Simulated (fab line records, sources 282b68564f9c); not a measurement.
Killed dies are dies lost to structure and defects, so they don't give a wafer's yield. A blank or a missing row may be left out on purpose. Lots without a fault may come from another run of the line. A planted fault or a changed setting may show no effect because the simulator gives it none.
A struck lot beside a sound one | flow rit_cmos | 27 steps out of a route of 202
Sound: wafers L445.3, L445.4, L445.6. Struck: wafer L460.2. (L460.1, L460.3 of the same lot were not struck and are left out.) The cause comes at the end.
At each step with rows: each side's tool, then ch and its chambers, then its first start. Under that, the readings that differ: sound wafers | struck wafers | difference of the means | sigmas: that difference in standard deviations of wafers without a fault.
alike: readings whose means differ by less than 2 such deviations, and words and numbers that are the same on both sides. not compared: withheld readings, readings that some wafer has no value for, bounds like >300 that may hide the same value, and numbers for which the record gives no deviation and whose values overlap.
The two part at a step that has a row with sigmas, a row that says differs or no value, or rows on one side only. Numbers that don't overlap but have no deviation are shown without sigmas and don't part them. A reading that every wafer of one side lacks parts them only if that side has two wafers or more.

first, 4 steps without rows for these wafers: RIT_CONTACT_SOFTBAKE_04 (time 60 s); RIT_CONTACT_EXPOSE_05 (exposes mask M11, target cd 1000 nm); RIT_CONTACT_PEB_06; RIT_CONTACT_DEVELOP_07 (develop time 120 s).
RIT_CONTACT_CD_MEAS_08: target cd 1000 nm.
  sound on cd_sem-02, day 4 17:28; struck on cd_sem-02, day 7 19:09
  alike: cd_nm
RIT_CONTACT_OVL_MEAS_09:
  sound on overlay-01, day 4 17:33; struck on overlay-01, day 7 19:16
  alike: CONTACT_OVL
then, 1 step without rows for these wafers: RIT_CONTACT_HARDBAKE_10 (time 60 s).
RIT_CONTACT_ETCH_11: etches SiO2 in CHF3/CF4/Ar, stops on TiSi2, target depth 480 nm, time 320 s.
  sound on rie_diel-04 ch 1,2,3, day 4 17:43; struck on rie_diel-04 ch 1, day 7 19:28
  alike: O2_flow_sccm, drypump_motor_current_A, mfc_ar_sccm, oes_product_au, throttle_valve_pct
  not compared: rf_hours_counter_h
RIT_CONTACT_STRIP_12: strips in O2, time 180 s.
  sound on plasma_asher-04 ch 0,1, day 4 17:58; struck on plasma_asher-01 ch 1, day 7 19:39
  reading                | sound | struck | difference                   | sigmas
  rf_hours_counter_h (h) | - - - | 53     | no value on the sound wafers |
  alike: drypump_motor_current_A
RIT_CONTACT_CD_MEAS_90: target cd 1000 nm.
  sound on cd_sem-01, day 4 18:08; struck on cd_sem-01, day 7 19:50
  alike: cd_nm
then, 2 steps without rows for these wafers: RIT_CONTACT_CLEAN_13 (cleans in SC1, time 600 s); RIT_CONTACT_CLEAN_14 (cleans in SC2, time 600 s).
RIT_M1_SPUTTER_00: material Al, target thk 400 nm, time 500 s.
  sound on pvd_sputter-01, day 4 18:34; struck on pvd_sputter-03, day 7 20:18
  reading                               | sound           | struck | difference | sigmas
  model.Al_of_M1_SPUTTER_00.thk_nm (nm) | 400.5 399.3 396 | 272.1  | -126.5     |
  alike: chamber_pressure_pa, throttle_valve_pct
RIT_M1_RS_MEAS_01: measures by four-point-probe.
  sound on film_metro-04, day 4 18:54; struck on film_metro-01, day 7 20:35
  reading           | sound                | struck | difference | sigmas
  M1_AL_RS (ohm/sq) | 0.0733 0.0736 0.0742 | 0.1091 | +0.0354    | +44
RIT_M1_THK_MEAS_02: measures by xrf.
  sound on film_metro-04, day 4 19:00; struck on film_metro-01, day 7 20:43
  reading        | sound       | struck | difference | sigmas
  M1_AL_THK (nm) | 398 399 397 | 271    | -127       | -28
then, 6 steps without rows for these wafers: RIT_M1_HMDS_03 (prime time 60 s); RIT_M1_COAT_04 (resist thk 1300 nm); RIT_M1_SOFTBAKE_05 (time 60 s); RIT_M1_EXPOSE_06 (exposes mask M12, target cd 2600 nm); RIT_M1_PEB_07; RIT_M1_DEVELOP_08 (develop time 68 s).
RIT_M1_CD_MEAS_09: target cd 2600 nm.
  sound on cd_sem-02, day 4 19:58; struck on cd_sem-01, day 7 21:39
  alike: cd_nm
RIT_M1_OVL_MEAS_10:
  sound on overlay-01, day 4 20:03; struck on overlay-01, day 7 21:46
  alike: M1_OVL
then, 1 step without rows for these wafers: RIT_M1_HARDBAKE_11 (time 120 s).
RIT_M1_METAL_ETCH_12: etches Al in Cl2/BCl3, stops on SiO2, time 165 s, target depth 600 nm.
  sound on rie_metal-02 ch 0,1, day 4 20:23; struck on rie_metal-01 ch 0, day 7 22:04
  reading                | sound             | struck | difference                   | sigmas
  oes_product_au (a.u.)  | 0.781 0.752 0.752 | 0.632  | -0.130                       | -11
  rf_hours_counter_h (h) | - - -             | 5      | no value on the sound wafers |
  alike: drypump_motor_current_A, throttle_valve_pct
then, 1 step without rows for these wafers: RIT_M1_STRIP_13 (strips in nmp, time 600 s).
RIT_M1_PROBE_99:
  sound on prober-01, day 4 23:13; struck on prober-02, day 8 01:52
  reading                               | sound                      | struck   | difference | sigmas
  model.etest.m1.rs_ohm_sq              | 0.07273 0.07261 0.07304    | 0.1062   | +0.0334    |
  model.etest.antenna_m1.vt_shift_v (V) | -0.01434 -0.01485 -0.01509 | -0.02102 | -0.00626   |
  alike: defect_limited_yield, killed_at_contacts, killed_at_front_end, killed_dies, killed_on_rim, killed_open, killed_short, sort_bin_3_pad_short, sort_bin_5_function, sort_bin_6_memory, sort_n_pass, sort_yield_pct

WHERE THEY PART
First at RIT_CONTACT_STRIP_12; last, within this record, at RIT_M1_METAL_ETCH_12. Later steps at which nothing parts them and some readings are alike: RIT_M1_PROBE_99.

WHY: what the simulator had put in
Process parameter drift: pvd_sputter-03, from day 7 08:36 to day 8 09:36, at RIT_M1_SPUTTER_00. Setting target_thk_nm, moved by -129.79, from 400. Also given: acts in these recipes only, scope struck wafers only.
